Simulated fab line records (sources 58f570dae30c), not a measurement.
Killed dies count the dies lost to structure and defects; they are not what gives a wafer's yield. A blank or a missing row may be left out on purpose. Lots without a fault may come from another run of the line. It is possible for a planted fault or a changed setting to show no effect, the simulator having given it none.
Code-filled problem report in 8D (eight disciplines) form -- flow berkeleyCmos170 -- the parts of the form that need people (team, actions taken, sign-off) are left out

1. WHAT WENT WRONG
Wafers without a fault read 1500.2 rpm, standard deviation 0.97; spinSpeedRpm at UCB170_PLDD_COAT_01 reads a mean of 1589.8 rpm on 6 wafers belonging to 2 lots. That is +92 standard deviations from the usual mean.
The step: resist thk 900 nm.
Earliest sighting: wafer L932.1 on lithoTrack-02 at day 9 03:32. At this step, 42 wafers from 14 lots have a number in the record. Rule for "out", or "out of limits": more than 4 standard deviations from the usual mean. All remaining wafers that have a number are taken as sound.

2. WHAT THIS IS AND IS NOT
question,is,is not
which readings at this step,spinSpeedRpm,"chillPlateTempC, resistLineTempC"
which lots,"L932, L934","L920, L921, L922, L923, L924, L928, L931, L935, L936, L938, L940, L942"
which wafers of those lots,all that have a number,-
read on which tools,lithoTrack-02,"lithoTrack-01, lithoTrack-04"
when,from day 9 03:32,"up to then (21 sound wafers); but 15 sound wafers of L935, L936, L938, L940, L942 came after"

3. WHAT RULES OUT EACH SUSPECT
Counting: a tool stays on the suspect list if, at a process step up to the reading, it processed all lots that are out and no sound lot following the first of them.
- lithoTrack-02 at UCB170_PLDD_COAT_01 (resist thk 900 nm): kept. It ran every lot that is out, first L932 (day 9 03:32), and no sound lot after that; its last sound lot up to then is L928 (day 7 23:25). On those wafers its own readings are out: spinSpeedRpm.
Remaining after the count: lithoTrack-02 at UCB170_PLDD_COAT_01.

4. THE CAUSE (what the simulator had put in)
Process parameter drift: lithoTrack-02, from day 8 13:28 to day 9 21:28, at UCB170_PLDD_COAT_01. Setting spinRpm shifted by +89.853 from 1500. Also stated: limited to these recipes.
This tool alone remained once counting was done.

5. THE EFFECT CHAIN, in route order
One row per reading whose mean, taken over the struck wafers that have a number, lies over 3 standard deviations from the usual. Only readings for which the record gives a usual standard deviation are gone through. hours: the time from each lot's start at the first step in this table that gives one to its start at this step, as a median over the lots. sigmas: the change in usual standard deviations.
hours,step,reading,usual,on struck wafers,change,sigmas
0,UCB170_PLDD_COAT_01,spinSpeedRpm,1500.2 rpm,1589.8,+89.6,+92
2,UCB170_PLDD_STRIP_10,stripTimeToEndpointS,21.63 s,21.02,-0.61,-12
It contains these process steps:
- UCB170_PLDD_COAT_01: resist thk 900 nm.
- UCB170_PLDD_STRIP_10: strips in O2.
At these later measuring or inspecting steps, every struck wafer for which the step has a row has a number for every such reading, and none has moved that far: UCB170_CONTACT_CD_MEAS_90.

6. WHAT WOULD HAVE CAUGHT IT SOONER
In this record the first reading out of limits was taken at day 9 03:32, 14 hours after the fault began at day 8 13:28.
